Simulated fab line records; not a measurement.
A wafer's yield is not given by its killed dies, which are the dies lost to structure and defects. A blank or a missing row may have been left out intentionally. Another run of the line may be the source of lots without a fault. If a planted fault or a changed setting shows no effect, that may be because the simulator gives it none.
Which tool is to blame? | flow berkeley-cmos170 | route of 331 steps, sampled at 1 step: 12 lots, 36 wafers

== WHAT THE GAUGES SHOWED, per wafer ==
Not one reading of a measure or inspect step in the record can be checked against a usual standard deviation.

== TOOL THAT RAN EACH LOT (tool first, then ch and the chambers of the sampled wafers, then the start) ==
lot  | UCB170_ZERO_STRIP_07
L146 | plasma-asher-03 ch 0,1, day 1 21:01
L147 | plasma-asher-02 ch 1, day 2 04:56
L148 | plasma-asher-04 ch 0,1, day 2 05:02
L149 | plasma-asher-04 ch 0,1, day 2 14:55
L150 | plasma-asher-04 ch 0,1, day 2 15:12
L151 | plasma-asher-04 ch 0,1, day 3 02:35
L161 | plasma-asher-03 ch 0,1, day 4 22:55
L163 | plasma-asher-02 ch 0,1, day 5 08:07
L165 | plasma-asher-03 ch 0,1, day 5 21:51
L167 | plasma-asher-04 ch 0,1, day 6 08:25
L168 | plasma-asher-03 ch 0,1, day 6 12:58
L169 | plasma-asher-02 ch 0,1, day 6 21:59
- UCB170_ZERO_STRIP_07: strips in O2.

== WHAT THE TOOLS THEMSELVES READ (means of the sampled wafers that have a number; where no wafer has one, the mark that the record gives instead) ==
UCB170_ZERO_STRIP_07.
lot  | tool            | drypump-motor-current-A (A) | o2-flow-sccm (sccm) | oes-product-au (a.u.) | strip-time-to-endpoint-s (s)
L146 | plasma-asher-03 | 5.7                         | 400.0               | 0.727                 | 21.52
L147 | plasma-asher-02 | 5.8                         | 399.3               | 0.726                 | 21.53
L148 | plasma-asher-04 | 5.6                         | 398.4               | 0.727                 | 21.54
L149 | plasma-asher-04 | 5.6                         | 399.9               | 0.727                 | 21.56
L150 | plasma-asher-04 | 5.5                         | 199.4               | 0.668                 | 24.57
L151 | plasma-asher-04 | 5.5                         | 199.2               | 0.670                 | 24.56
L161 | plasma-asher-03 | 5.7                         | 399.8               | 0.721                 | 21.38
L163 | plasma-asher-02 | 5.5                         | 399.1               | 0.728                 | 21.57
L165 | plasma-asher-03 | 5.7                         | 401.2               | 0.726                 | 21.53
L167 | plasma-asher-04 | 5.6                         | 401.6               | 0.728                 | 21.47
L168 | plasma-asher-03 | 5.7                         | 399.2               | 0.730                 | 21.56
L169 | plasma-asher-02 | 5.3                         | 399.0               | 0.723                 | 21.42

== THE ANSWER, worked out from the rows above alone ==
Rule: usual is defined by the lots themselves. The widest of any qualifying gaps counts: lots, ordered by their means at a reading, are off when they make up no more than a third of the lots, leave a main group of 4 or more, and stand apart from it by 3 or more times the standard deviation of that group's means. A main group whose means are all the same, to the digits that the tables above print for the reading, isn't used. Also off: a lot with no number at a reading for which 4 or more lots have one. The other lots that the step has rows for count as sound. After the gauges, taken in route order, come the tools' own readings; for these a lot's mean is taken, as printed above. At the first step where some lot is off, the reading lying furthest off is the one used; lots without a number count as furthest.
Off at UCB170_ZERO_STRIP_07 (o2-flow-sccm): L150, L151. For the main group the mean is 399.8 sccm and the standard deviation 0.94.
A tool fits if, at that step or a process step before it, it ran every lot that is off, and no sound lot after the first of them. No candidate that was tried fits.

== WHAT HAD BEEN PUT IN BY THE SIMULATOR ==
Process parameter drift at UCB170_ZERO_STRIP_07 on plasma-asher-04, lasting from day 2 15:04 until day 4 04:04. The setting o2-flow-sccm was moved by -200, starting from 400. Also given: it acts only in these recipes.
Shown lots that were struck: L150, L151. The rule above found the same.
